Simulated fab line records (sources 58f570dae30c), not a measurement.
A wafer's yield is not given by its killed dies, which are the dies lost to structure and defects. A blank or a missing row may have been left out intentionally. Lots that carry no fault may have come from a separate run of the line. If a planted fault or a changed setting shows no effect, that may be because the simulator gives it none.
Comparing a struck lot with a sound one :: flow berkeleyCmos170 :: 13 steps out of a route of 331
Sound: these wafers, L644.1, L644.2, L644.5. Wafers L639.1, L639.2, L639.5 were the ones struck. The cause is named last.
For every step that has rows: the tool of each side, followed by ch and its chambers, followed by its first start. Under that, the readings that differ: sound wafers :: struck wafers :: difference of the means :: sigmas: that difference in standard deviations of wafers without a fault.
alike: readings with means less than 2 such deviations apart, plus words and numbers identical on both sides. not compared: withheld readings, readings lacking a value on some wafer, bounds such as >300 that could conceal the same value, and numbers that have no deviation in the record and whose values overlap.
Wherever a step has rows on one side only, a row that says differs or no value, or a row with sigmas, the two part there. When numbers do not overlap yet have no deviation, they are printed without sigmas and do not part them. Lack of a reading on every wafer of one side parts them only where that side has two or more wafers.

UCB170_START_BOW_MEAS_00:
  struck on filmMetro-01, day 4 08:00; sound on filmMetro-03, day 5 09:00
  alike: INCOMING_BOW
then, 2 steps without rows for these wafers: UCB170_START_CLEAN_01 (cleans in dHF, time 60 s); UCB170_START_OXIDATION_02 (target thk 20 nm, ox time 1800 s).
UCB170_START_THK_MEAS_03:
  struck on filmMetro-02, day 4 13:37; sound on filmMetro-03, day 5 12:05
reading: START_OXIDE_THK (nm)
sound: 20.4 20.6 20.6
struck: 19.6 19.6 19.6
difference: -0.9
sigmas: -3
then, 6 steps without rows for these wafers: UCB170_START_ANNEAL_04 (time 1200 s); UCB170_ZERO_HMDS_00 (prime time 60 s); UCB170_ZERO_COAT_01 (resist thk 912.9 nm); UCB170_ZERO_SOFTBAKE_02 (time 60 s); UCB170_ZERO_EXPOSE_03 (exposes mask PM MARKS, target cd 4000 nm); UCB170_ZERO_PEB_04.
UCB170_ZERO_DEVELOP_05: develop time 45 s.
  struck on lithoTrack-03, day 4 20:00; sound on lithoTrack-02 ch 0, day 5 21:00
  no value came back on the struck wafers for chillPlateTempC (C), developTimeS (s), exhaustPa (Pa); on the sound wafers chillPlateTempC (C) reads 22.96 23.07 23.14
reading: model.KrF_of_ZERO_COAT_01.thkNm (nm)
sound: 896.2 899 898.4
struck: 914.2 914.3 909.6
difference: +14.8
sigmas: 
UCB170_ZERO_ETCH_06: etches SiO2 in CHF3/CF4/Ar, time 12 s.
  sound on rieDiel-02 ch 0,1, day 5 21:15; struck on rieDiel-03 ch 1,2, day 4 20:32
reading: drypumpMotorCurrentA (A)
sound: 5.0 4.8 5.0
struck: 6.3 5.4 6.3
difference: +1.1
sigmas: +2

reading: oesProductAu (a.u.)
sound: 0.626 0.632 0.621
struck: 0.382 0.384 0.380
difference: -0.244
sigmas: -32
  alike: throttleValvePct
  not compared: rfHoursCounterH
UCB170_ZERO_STRIP_07: strips in O2.
  sound on plasmaAsher-02 ch 0,1, day 5 21:17; struck on plasmaAsher-02 ch 0,1, day 4 20:33
reading: stripTimeToEndpointS (s)
sound: 21.75 21.78 21.80
struck: 22.18 22.17 22.05
difference: +0.36
sigmas: +6
  alike: drypumpMotorCurrentA, oesProductAu
  not compared: rfHoursCounterH

== WHERE THEY PART ==
First at UCB170_START_THK_MEAS_03; last, within this record, at UCB170_ZERO_STRIP_07.

WHY: what the simulator had put in
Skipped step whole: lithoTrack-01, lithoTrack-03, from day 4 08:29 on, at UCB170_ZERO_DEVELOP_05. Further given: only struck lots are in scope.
